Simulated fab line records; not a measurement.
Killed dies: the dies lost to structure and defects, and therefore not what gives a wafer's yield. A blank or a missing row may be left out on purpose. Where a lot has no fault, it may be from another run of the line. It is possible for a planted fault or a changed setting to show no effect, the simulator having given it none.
fab line records | flow rit-cmos
record lots=14 | wafers=42 | last-day=7
route steps=202 shown ACTIVE@12 NRETRO@62 GATE@96 SILICIDE@162 M1@202
lots that met no fault: taken from a fault-free run of the same line
start-h: hours from the record's opening day to when the first of the lot's shown wafers began | wait-h: hours elapsed since this lot's preceding step | " as in the row above | L1.1+2: a single row standing in for several wafers | - value missing, or start not given | * or withheld: withheld | < > ~ a bound
route shown NAME@n: NAME is a module with steps in the file, n the number in the route of the first one | usual: the fault-free wafers' mean and standard deviation | same: alike in all rows | chamber/n: place in a boat | sites: readings site by site | _std_site: how widely they spread, as a standard deviation | _edge_site: the outer-site mean with the inner-site mean subtracted | radius-mm: how far each site lies from the wafer's centre | mask NAME#n: copy n | behind: the most recent tool/chamber to have shaped the wafer | hold: the reason the lot was held/the length of the hold in hours/how it ended | device: whichever transistor did not switch (one of n, p or np) | end of line: tests run on the same wafers once the route is complete | a step without rows: its recipe alone | killed: dies lost to structure and defects at the first sort, not the wafer's yield | map: dies across one wafer; x = killed, . = not, _ = none there
set.NAME: the setting as run; set.NAME@STEP: as run at that earlier step | model.NAME: the simulator's own value behind a step, which no gauge read
steps of the route over a sample of lots; a table a step, a row a wafer
services: a tool's chamber out of use, with start hour (start-h, from the record's first day; less than 0 if before it), hours out, and reason
## steps
# step RIT_ACTIVE_CD_MEAS_11
# recipe target-cd-nm=1400
# usual cd-nm=1400.6/1.9
lot.wafer | tool      | chamber | start-h | wait-h | cd-nm
L668.1    | cd-sem-02 | -       | 14.44   | -      | 1400.4
L668.4    | "         | -       | "       | "      | 1400.4
L668.5    | "         | -       | "       | "      | 1402.3
L670.3    | cd-sem-02 | -       | 24.48   | -      | 1402.2
L670.4    | "         | -       | "       | "      | 1403.0
L670.6    | "         | -       | "       | "      | 1404.7
L671.1    | cd-sem-02 | -       | 29.44   | -      | 1402.4
L671.3    | "         | -       | "       | "      | 1400.4
L671.4    | "         | -       | "       | "      | 1401.8
L672.2    | cd-sem-02 | -       | 34.58   | -      | 1403.0
L672.5    | "         | -       | "       | "      | 1402.3
L672.6    | "         | -       | "       | "      | 1402.2
L673.1    | cd-sem-02 | -       | 39.44   | -      | 1399.4
L673.2    | "         | -       | "       | "      | 1400.3
L673.5    | "         | -       | "       | "      | 1400.6
L674.3    | cd-sem-02 | -       | 44.75   | -      | 1403.5
L674.5    | "         | -       | "       | "      | 1401.0
L674.6    | "         | -       | "       | "      | 1404.6
L676.2    | cd-sem-01 | -       | 55.02   | -      | 1399.7
L676.3    | "         | -       | "       | "      | 1398.2
L676.6    | "         | -       | "       | "      | 1400.5
L677.1    | cd-sem-01 | -       | 59.44   | -      | 1400.4
L677.2    | "         | -       | "       | "      | 1400.8
L677.4    | "         | -       | "       | "      | 1399.5
L678.1    | cd-sem-02 | -       | 64.51   | -      | 1398.9
L678.2    | "         | -       | "       | "      | 1400.0
L678.3    | "         | -       | "       | "      | 1399.9
L682.3    | cd-sem-02 | -       | 85.31   | -      | 1403.1
L682.5    | "         | -       | "       | "      | 1402.3
L682.6    | "         | -       | "       | "      | 1402.8
L684.2    | cd-sem-02 | -       | 94.58   | -      | 1397.1
L684.3    | "         | -       | "       | "      | 1396.8
L684.6    | "         | -       | "       | "      | 1397.0
L687.1    | cd-sem-01 | -       | 109.44  | -      | 1403.5
L687.2    | "         | -       | "       | "      | 1402.4
L687.4    | "         | -       | "       | "      | 1402.0
L689.1    | cd-sem-02 | -       | 119.44  | -      | 1398.5
L689.2    | "         | -       | "       | "      | 1398.4
L689.5    | "         | -       | "       | "      | 1400.0
L691.2    | cd-sem-02 | -       | 129.58  | -      | 1401.4
L691.4    | "         | -       | "       | "      | 1397.7
L691.6    | "         | -       | "       | "      | 1399.0
# step RIT_NRETRO_STRIP_09
# recipe chemistry=O2 | time-s=180 | resist=NOVOLAK | platen-temp-c=withheld | power-w=500 | pressure-mtorr=4000 | o2-flow-sccm=4000
# usual drypump-motor-current-A=5.6/0.43 | o2-flow-sccm=4000/13
lot.wafer | tool            | chamber | start-h | wait-h | drypump-motor-current-A | o2-flow-sccm | rf-hours-counter-h
L668.1    | plasma-asher-02 | 0       | 30.79   | 0.1    | 5.7                     | 3991         | 37
L668.4    | "               | 0       | "       | "      | 5.7                     | 4004         | -
L668.5    | "               | 1       | "       | "      | 5.4                     | 3974         | -
L670.3    | plasma-asher-03 | 1       | 39.65   | 0.1    | 5.7                     | 4025         | -
L670.4    | "               | 0       | "       | "      | 5.7                     | 3982         | -
L670.6    | "               | 1       | "       | "      | 5.8                     | 4010         | -
L671.1    | plasma-asher-01 | 1       | 44.80   | 0.1    | 4.8                     | 3985         | 41
L671.3    | "               | 0       | "       | "      | 6.2                     | 4003         | -
L671.4    | "               | 1       | "       | "      | 4.8                     | 3990         | -
L672.2    | plasma-asher-03 | 1       | 49.29   | 0.1    | 5.7                     | 3999         | 40
L672.5    | "               | 1       | "       | "      | 5.7                     | 4000         | -
L672.6    | "               | 0       | "       | "      | 5.8                     | 4001         | -
L673.1    | plasma-asher-03 | 1       | 54.94   | 0.1    | 5.7                     | 4011         | 41
L673.2    | "               | 0       | "       | "      | 5.8                     | 4008         | 41
L673.5    | "               | 0       | "       | "      | 5.8                     | 3993         | -
L674.3    | plasma-asher-01 | 0       | 59.98   | 0.1    | 6.1                     | 3987         | -
L674.5    | "               | 0       | "       | "      | 6.2                     | 4003         | -
L674.6    | "               | 1       | "       | "      | 4.8                     | 4011         | -
L676.2    | plasma-asher-01 | 0       | 70.81   | 0.1    | 6.2                     | 4011         | 44
L676.3    | "               | 1       | "       | "      | 4.8                     | 4012         | -
L676.6    | "               | 1       | "       | "      | 4.8                     | 4005         | -
L677.1    | plasma-asher-02 | 0       | 78.32   | 0.1    | 5.7                     | 3992         | 42
L677.2    | "               | 1       | "       | "      | 5.4                     | 3999         | 42
L677.4    | "               | 1       | "       | "      | 5.4                     | 4001         | -
L678.1    | plasma-asher-03 | 1       | 82.90   | 0.1    | 5.7                     | 3976         | 44
L678.2    | "               | 0       | "       | "      | 5.8                     | 3993         | 44
L678.3    | "               | 0       | "       | "      | 5.7                     | 3997         | -
L682.3    | plasma-asher-02 | 1       | 99.97   | 0.1    | 5.4                     | 4001         | -
L682.5    | "               | 1       | "       | "      | 5.4                     | 3999         | -
L682.6    | "               | 0       | "       | "      | 5.7                     | 3995         | -
L684.2    | plasma-asher-03 | 0       | 109.34  | 0.1    | 5.8                     | 4009         | 47
L684.3    | "               | 1       | "       | "      | 5.7                     | 4020         | -
L684.6    | "               | 0       | "       | "      | 5.7                     | 3986         | -
L687.1    | plasma-asher-03 | 0       | 124.43  | 0.1    | 5.8                     | 4005         | 49
L687.2    | "               | 1       | "       | "      | 5.7                     | 3997         | 49
L687.4    | "               | 0       | "       | "      | 5.7                     | 3973         | -
L689.1    | plasma-asher-02 | 0       | 134.86  | 0.1    | 5.7                     | 3999         | 2
L689.2    | "               | 1       | "       | "      | 5.4                     | 3992         | 2
L689.5    | "               | 1       | "       | "      | 5.4                     | 3991         | -
L691.2    | plasma-asher-02 | 0       | 145.01  | 0.1    | 5.8                     | 3990         | 3
L691.4    | "               | 0       | "       | "      | 5.8                     | 4004         | -
L691.6    | "               | 0       | "       | "      | 5.7                     | 3995         | -
# step RIT_GATE_STRIP_20
# recipe chemistry=O2 | time-s=180 | resist=NOVOLAK | platen-temp-c=withheld | power-w=500 | pressure-mtorr=4000 | o2-flow-sccm=4000
# usual drypump-motor-current-A=5.5/0.42 | o2-flow-sccm=4002/11
lot.wafer | tool            | chamber | start-h | wait-h | drypump-motor-current-A | o2-flow-sccm | rf-hours-counter-h
L668.1    | plasma-asher-03 | 1       | 38.10   | 0.1    | 5.7                     | 4002         | 39
L668.4    | "               | 1       | "       | "      | 5.7                     | 3998         | -
L668.5    | "               | 0       | "       | "      | 5.7                     | 4007         | -
L670.3    | plasma-asher-03 | 0       | 46.52   | 0.1    | 5.7                     | 4007         | -
L670.4    | "               | 1       | "       | "      | 5.7                     | 3994         | -
L670.6    | "               | 1       | "       | "      | 5.7                     | 4003         | -
L671.1    | plasma-asher-03 | 1       | 52.32   | 0.1    | 5.7                     | 3983         | 41
L671.3    | "               | 0       | "       | "      | 5.7                     | 4008         | -
L671.4    | "               | 1       | "       | "      | 5.7                     | 3995         | -
L672.2    | plasma-asher-03 | 1       | 57.31   | 0.1    | 5.7                     | 3986         | 41
L672.5    | "               | 1       | "       | "      | 5.7                     | 3998         | -
L672.6    | "               | 0       | "       | "      | 5.7                     | 3988         | -
L673.1    | plasma-asher-01 | 0       | 62.87   | 0.1    | 6.2                     | 3997         | 43
L673.2    | "               | 1       | "       | "      | 4.8                     | 3993         | 43
L673.5    | "               | 1       | "       | "      | 4.8                     | 3979         | -
L674.3    | plasma-asher-04 | 1       | 67.95   | 0.1    | 5.5                     | 4028         | -
L674.5    | "               | 1       | "       | "      | 5.6                     | 4022         | -
L674.6    | "               | 0       | "       | "      | 5.2                     | 4011         | -
L676.2    | plasma-asher-03 | 0       | 81.45   | 0.1    | 5.8                     | 4025         | 43
L676.3    | "               | 1       | "       | "      | 5.8                     | 3995         | -
L676.6    | "               | 1       | "       | "      | 5.8                     | 4004         | -
L677.1    | plasma-asher-04 | 1       | 86.62   | 0.1    | 5.5                     | 4014         | 30
L677.2    | "               | 0       | "       | "      | 5.2                     | 4014         | 30
L677.4    | "               | 1       | "       | "      | 5.6                     | 4013         | -
L678.1    | plasma-asher-01 | 1       | 90.14   | 0.1    | 4.8                     | 3991         | 46
L678.2    | "               | 0       | "       | "      | 6.2                     | 3994         | 46
L678.3    | "               | 0       | "       | "      | 6.2                     | 3978         | -
L682.3    | plasma-asher-01 | 0       | 106.83  | 0.1    | 6.2                     | 4014         | -
L682.5    | "               | 1       | "       | "      | 4.7                     | 4013         | -
L682.6    | "               | 0       | "       | "      | 6.2                     | 4002         | -
L684.2    | plasma-asher-04 | 0       | 116.47  | 0.1    | 5.2                     | 3989         | 34
L684.3    | "               | 0       | "       | "      | 5.2                     | 3997         | -
L684.6    | "               | 0       | "       | "      | 5.2                     | 3994         | -
L687.1    | plasma-asher-01 | 0       | 131.53  | 0.1    | 6.2                     | 3998         | 50
L687.2    | "               | 1       | "       | "      | 4.8                     | 3992         | 50
L687.4    | "               | 0       | "       | "      | 6.2                     | 4007         | -
L689.1    | plasma-asher-03 | 0       | 143.00  | 0.1    | 5.8                     | 4001         | 51
L689.2    | "               | 1       | "       | "      | 5.7                     | 3996         | 51
L689.5    | "               | 0       | "       | "      | 5.8                     | 4008         | -
L691.2    | plasma-asher-04 | 1       | 151.68  | 0.1    | 5.5                     | 4001         | 38
L691.4    | "               | 1       | "       | "      | 5.5                     | 3992         | -
L691.6    | "               | 0       | "       | "      | 5.2                     | 3992         | -
# step RIT_SILICIDE_SPUTTER_01
# recipe material=Ti | target-thk-nm=30 | power-w=350 | chamber-pressure-pa=0.667 | gas=Ar | time-s=240 | substrate-temp-c=25
# usual cathode-dc-power-W=350.01/0.071 | chamber-pressure-pa=0.6670/0.0013 | throttle-valve-pct=29.3/0.66
lot.wafer | tool           | chamber | start-h | wait-h | cathode-dc-power-W | chamber-pressure-pa | throttle-valve-pct
L668.1    | pvd-sputter-04 | -       | 51.23   | 0.0    | 349.98             | 0.6650              | 29.8
L668.4    | "              | -       | "       | "      | 349.93             | 0.6678              | 28.7
L668.5    | "              | -       | "       | "      | 349.97             | 0.6675              | 28.8
L670.3    | pvd-sputter-01 | -       | 61.99   | 0.0    | 349.97             | 0.6648              | 29.6
L670.4    | "              | -       | "       | "      | 350.04             | 0.6680              | 29.7
L670.6    | "              | -       | "       | "      | 349.97             | 0.6700              | 29.9
L671.1    | pvd-sputter-01 | -       | 65.38   | 0.0    | 350.12             | 0.6662              | 28.9
L671.3    | "              | -       | "       | "      | 350.01             | 0.6654              | 30.0
L671.4    | "              | -       | "       | "      | 349.95             | 0.6663              | 30.1
L672.2    | pvd-sputter-04 | -       | 70.66   | 0.0    | 350.05             | 0.6665              | 28.7
L672.5    | "              | -       | "       | "      | 350.10             | 0.6660              | 28.5
L672.6    | "              | -       | "       | "      | 350.00             | 0.6665              | 28.6
L673.1    | pvd-sputter-01 | -       | 75.88   | 0.0    | 350.01             | 0.6658              | 30.0
L673.2    | "              | -       | "       | "      | 350.08             | 0.6673              | 30.0
L673.5    | "              | -       | "       | "      | 350.12             | 0.6655              | 29.5
L674.3    | pvd-sputter-04 | -       | 82.69   | 0.0    | 350.06             | 0.6674              | 28.8
L674.5    | "              | -       | "       | "      | 349.97             | 0.6667              | 29.7
L674.6    | "              | -       | "       | "      | 350.07             | 0.6685              | 29.2
L676.2    | pvd-sputter-04 | -       | 94.70   | 0.0    | 349.98             | 0.6676              | 29.0
L676.3    | "              | -       | "       | "      | 350.11             | 0.6662              | 28.3
L676.6    | "              | -       | "       | "      | 349.99             | 0.6671              | 28.3
L677.1    | pvd-sputter-01 | -       | 99.67   | 0.0    | 350.02             | 0.6664              | 29.5
L677.2    | "              | -       | "       | "      | 349.88             | 0.6681              | 28.6
L677.4    | "              | -       | "       | "      | 350.07             | 0.6669              | 30.1
L678.1    | pvd-sputter-04 | -       | 102.90  | 0.0    | 350.00             | 0.6675              | 28.7
L678.2    | "              | -       | "       | "      | 350.08             | 0.6666              | 28.5
L678.3    | "              | -       | "       | "      | 350.02             | 0.6676              | 29.5
L682.3    | pvd-sputter-04 | -       | 119.59  | 0.0    | 349.94             | 0.6666              | 29.6
L682.5    | "              | -       | "       | "      | 350.03             | 0.6631              | 29.9
L682.6    | "              | -       | "       | "      | 383.16             | 0.6657              | 28.8
L684.2    | pvd-sputter-04 | -       | 129.12  | 0.0    | 383.31             | 0.6686              | 28.8
L684.3    | "              | -       | "       | "      | 350.08             | 0.6659              | 28.3
L684.6    | "              | -       | "       | "      | 350.02             | 0.6688              | 28.8
L687.1    | pvd-sputter-01 | -       | 144.16  | 0.0    | 349.86             | 0.6661              | 29.7
L687.2    | "              | -       | "       | "      | 350.00             | 0.6663              | 29.7
L687.4    | "              | -       | "       | "      | 350.04             | 0.6674              | 29.9
L689.1    | pvd-sputter-01 | -       | 155.86  | 0.0    | 349.97             | 0.6673              | 30.1
L689.2    | "              | -       | "       | "      | 349.87             | 0.6671              | 29.8
L689.5    | "              | -       | "       | "      | 350.11             | 0.6670              | 30.1
L691.2    | pvd-sputter-01 | -       | 164.62  | 0.0    | 349.95             | 0.6653              | 29.9
L691.4    | "              | -       | "       | "      | 349.95             | 0.6666              | 29.8
L691.6    | "              | -       | "       | "      | 350.03             | 0.6662              | 30.1
# step RIT_SILICIDE_RS_MEAS_02
# recipe thk-meas-gauge=four-point-probe | reads=Ti_of_SILICIDE_SPUTTER_01
# usual SILICIDE_TI_RS=47.6/0.64
lot.wafer | tool          | chamber | start-h | wait-h | SILICIDE_TI_RS[ohm/sq]
L668.1    | film-metro-04 | -       | 51.38   | 0.1    | 47.2
L668.4    | "             | -       | "       | "      | 47.2
L668.5    | "             | -       | "       | "      | 47.5
L670.3    | film-metro-03 | -       | 62.18   | 0.1    | 47.8
L670.4    | "             | -       | "       | "      | 48.8
L670.6    | "             | -       | "       | "      | 48.0
L671.1    | film-metro-04 | -       | 65.53   | 0.1    | 48.6
L671.3    | "             | -       | "       | "      | 48.2
L671.4    | "             | -       | "       | "      | 47.9
L672.2    | film-metro-03 | -       | 70.83   | 0.1    | 47.5
L672.5    | "             | -       | "       | "      | 48.1
L672.6    | "             | -       | "       | "      | 47.5
L673.1    | film-metro-02 | -       | 76.03   | 0.1    | 47.4
L673.2    | "             | -       | "       | "      | 47.6
L673.5    | "             | -       | "       | "      | 46.4
L674.3    | film-metro-03 | -       | 82.88   | 0.1    | 47.7
L674.5    | "             | -       | "       | "      | 47.4
L674.6    | "             | -       | "       | "      | 47.4
L676.2    | film-metro-03 | -       | 94.87   | 0.1    | 47.5
L676.3    | "             | -       | "       | "      | 47.6
L676.6    | "             | -       | "       | "      | 47.6
L677.1    | film-metro-03 | -       | 99.82   | 0.1    | 46.4
L677.2    | "             | -       | "       | "      | 47.2
L677.4    | "             | -       | "       | "      | 47.5
L678.1    | film-metro-03 | -       | 103.05  | 0.1    | 48.9
L678.2    | "             | -       | "       | "      | 49.1
L678.3    | "             | -       | "       | "      | 49.1
L682.3    | film-metro-03 | -       | 119.78  | 0.1    | 47.1
L682.5    | "             | -       | "       | "      | 47.9
L682.6    | "             | -       | "       | "      | 42.3
L684.2    | film-metro-02 | -       | 129.29  | 0.1    | 42.5
L684.3    | "             | -       | "       | "      | 47.4
L684.6    | "             | -       | "       | "      | 47.9
L687.1    | film-metro-02 | -       | 144.31  | 0.1    | 46.6
L687.2    | "             | -       | "       | "      | 47.3
L687.4    | "             | -       | "       | "      | 47.5
L689.1    | film-metro-03 | -       | 156.01  | 0.1    | 47.2
L689.2    | "             | -       | "       | "      | 47.2
L689.5    | "             | -       | "       | "      | 47.2
L691.2    | film-metro-04 | -       | 164.80  | 0.1    | 46.7
L691.4    | "             | -       | "       | "      | 47.0
L691.6    | "             | -       | "       | "      | 47.1
# step RIT_SILICIDE_THK_MEAS_03
# recipe thk-meas-gauge=xrf | reads=Ti_of_SILICIDE_SPUTTER_01
# usual SILICIDE_TI_THK=30.2/0.35
lot.wafer | tool          | chamber | start-h | wait-h | SILICIDE_TI_THK[nm]
L668.1    | film-metro-04 | -       | 51.50   | 0.1    | 30.3
L668.4    | "             | -       | "       | "      | 30.1
L668.5    | "             | -       | "       | "      | 30.1
L670.3    | film-metro-03 | -       | 62.28   | 0.1    | 30.1
L670.4    | "             | -       | "       | "      | 29.7
L670.6    | "             | -       | "       | "      | 30.1
L671.1    | film-metro-04 | -       | 65.65   | 0.1    | 29.6
L671.3    | "             | -       | "       | "      | 29.9
L671.4    | "             | -       | "       | "      | 29.9
L672.2    | film-metro-03 | -       | 70.94   | 0.1    | 30.3
L672.5    | "             | -       | "       | "      | 30.0
L672.6    | "             | -       | "       | "      | 30.2
L673.1    | film-metro-02 | -       | 76.15   | 0.1    | 30.5
L673.2    | "             | -       | "       | "      | 30.2
L673.5    | "             | -       | "       | "      | 31.0
L674.3    | film-metro-03 | -       | 82.98   | 0.1    | 30.4
L674.5    | "             | -       | "       | "      | 30.3
L674.6    | "             | -       | "       | "      | 30.5
L676.2    | film-metro-03 | -       | 94.98   | 0.1    | 30.3
L676.3    | "             | -       | "       | "      | 30.4
L676.6    | "             | -       | "       | "      | 30.3
L677.1    | film-metro-03 | -       | 99.94   | 0.1    | 30.8
L677.2    | "             | -       | "       | "      | 30.6
L677.4    | "             | -       | "       | "      | 30.2
L678.1    | film-metro-03 | -       | 103.17  | 0.1    | 29.6
L678.2    | "             | -       | "       | "      | 29.5
L678.3    | "             | -       | "       | "      | 29.4
L682.3    | film-metro-03 | -       | 119.88  | 0.1    | 30.6
L682.5    | "             | -       | "       | "      | 30.2
L682.6    | "             | -       | "       | "      | 33.2
L684.2    | film-metro-02 | -       | 129.40  | 0.1    | 32.8
L684.3    | "             | -       | "       | "      | 30.1
L684.6    | "             | -       | "       | "      | 29.7
L687.1    | film-metro-02 | -       | 144.43  | 0.1    | 30.6
L687.2    | "             | -       | "       | "      | 30.3
L687.4    | "             | -       | "       | "      | 30.3
L689.1    | film-metro-03 | -       | 156.13  | 0.1    | 30.3
L689.2    | "             | -       | "       | "      | 30.7
L689.5    | "             | -       | "       | "      | 30.5
L691.2    | film-metro-04 | -       | 164.91  | 0.1    | 30.4
L691.4    | "             | -       | "       | "      | 30.5
L691.6    | "             | -       | "       | "      | 30.3
# step RIT_M1_PROBE_99
# usual killed_at_M0_to_M3=0.0/0.14 | killed-at-contacts=0.0/0.22 | killed-at-front-end=6.9/3 | killed-dies=6.9/3 | killed-open=3.5/2 | killed-short=3.4/2.1
# same gross-dies=264 | killed_at_M4_up=0 | killed-at-back-side=0 | killed-at-other=0
lot.wafer | tool      | chamber | start-h | wait-h | killed_at_M0_to_M3 | killed-at-contacts | killed-at-front-end | killed-dies | killed-open | killed-short
L671.1    | prober-02 | -       | 73.68   | 0.1    | 0                  | 0                  | 10                  | 10          | 6           | 4
L671.3    | prober-02 | -       | 73.78   | 0.2    | 0                  | 1                  | 6                   | 7           | 5           | 2
L671.4    | prober-02 | -       | 73.83   | 0.2    | 0                  | 0                  | 4                   | 4           | 4           | 0
L682.3    | prober-01 | -       | 126.43  | 0.2    | 0                  | 0                  | 6                   | 6           | 4           | 2
L682.5    | prober-01 | -       | 126.53  | 0.2    | 0                  | 0                  | 5                   | 5           | 3           | 2
L682.6    | prober-01 | -       | 126.58  | 0.2    | 0                  | 0                  | 9                   | 9           | 4           | 5
L691.2    | prober-02 | -       | 171.60  | 0.1    | 0                  | 0                  | 3                   | 3           | 1           | 2
L691.4    | prober-02 | -       | 171.70  | 0.2    | 0                  | 0                  | 3                   | 3           | 2           | 1
L691.6    | prober-02 | -       | 171.80  | 0.2    | 0                  | 0                  | 4                   | 4           | 3           | 1
# killed by level:class
L671.1 GATE:geometric-particle:open=4 REOX:geometric-particle:short=2 FOX1:geometric-particle:open=1 FOX2:geometric-particle:short=1 GATE:geometric-particle:short=1 SPACER:geometric-particle:open=1
L671.3 GATE:geometric-particle:short=2 GATE:geometric-particle:open=2 FOX1:geometric-particle:open=1 REOX:geometric-particle:open=1 CONTACT:geometric-particle:open=1
L671.4 GATE:geometric-particle:open=2 SPACER:geometric-particle:open=1 SILICIDE:geometric-particle:open=1
L682.3 SPACER:geometric-particle:short=2 FOX1:geometric-particle:open=1 FOX2:geometric-particle:open=1 REOX:geometric-particle:open=1 SILICIDE:geometric-particle:open=1
L682.5 GATE:geometric-particle:open=3 GATE:geometric-particle:short=2
L682.6 GATE:geometric-particle:open=2 GATE:geometric-particle:short=2 FOX1:geometric-particle:open=1 FOX1:geometric-particle:short=1 FOX2:geometric-particle:short=1 REOX:geometric-particle:short=1 SPACER:geometric-particle:open=1
L691.2 FOX1:geometric-particle:short=1 SPACER:geometric-particle:open=1 SILICIDE:geometric-particle:short=1
L691.4 GATE:geometric-particle:open=2 SILICIDE:geometric-particle:short=1
L691.6 GATE:geometric-particle:open=2 FOX2:geometric-particle:open=1 GATE:geometric-particle:short=1
## services
tool            | chamber | start-h | hours | kind
pvd-sputter-04  | -       | 54.74   | 12.4  | repair
plasma-asher-03 | -       | 61.16   | 2.7   | repair
plasma-asher-02 | -       | 70.02   | 8.1   | repair
plasma-asher-01 | -       | 74.99   | 3.2   | repair
plasma-asher-01 | -       | 90.39   | 5.1   | repair
plasma-asher-02 | -       | 108.75  | 9.0   | pm
plasma-asher-02 | 0       | 108.75  | 9.0   | vent-cycle
plasma-asher-02 | 1       | 108.75  | 9.0   | vent-cycle
plasma-asher-01 | -       | 115.79  | 4.3   | repair
plasma-asher-02 | 0       | 117.75  | -     | clean
plasma-asher-02 | 1       | 117.75  | -     | clean
pvd-sputter-01  | -       | 121.45  | 1.4   | repair
## key
first-sign step=RIT_SILICIDE_SPUTTER_01 | reading=cathode-dc-power-W | direction=up | sigmas=99+ | usual=350.01 | struck=383.23
effect step=RIT_SILICIDE_RS_MEAS_02 | reading=SILICIDE_TI_RS | direction=down | sigmas=8 | usual=47.6 | struck=42.4
effect step=RIT_SILICIDE_THK_MEAS_03 | reading=SILICIDE_TI_THK | direction=up | sigmas=7.8 | usual=30.2 | struck=33.0
met-at RIT_SILICIDE_SPUTTER_01
struck-lots L682,L684
struck-wafers L682.6,L684.2
tester-left-out L682,L684
not-acting-at RIT_ACTIVE_CD_MEAS_11,RIT_NRETRO_STRIP_09,RIT_GATE_STRIP_20
onset-between 102.90 119.59
fault kind=process-parameter-drift | tool=pvd-sputter-04 | chamber=- | onset-h=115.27 | steps=RIT_SILICIDE_SPUTTER_01 | channel=power-w | offset=33.23 | shape=step | end-h=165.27 | stated=350 | scope=struck-wafers-only
# tester-left-out: of these lots the tester's yield and bins aren't shown, on N5 and GAA mostly nor the transistor test; their killed dies are dies lost to structure and defects alone, not to doping, threshold or leakage, so they don't give the yield
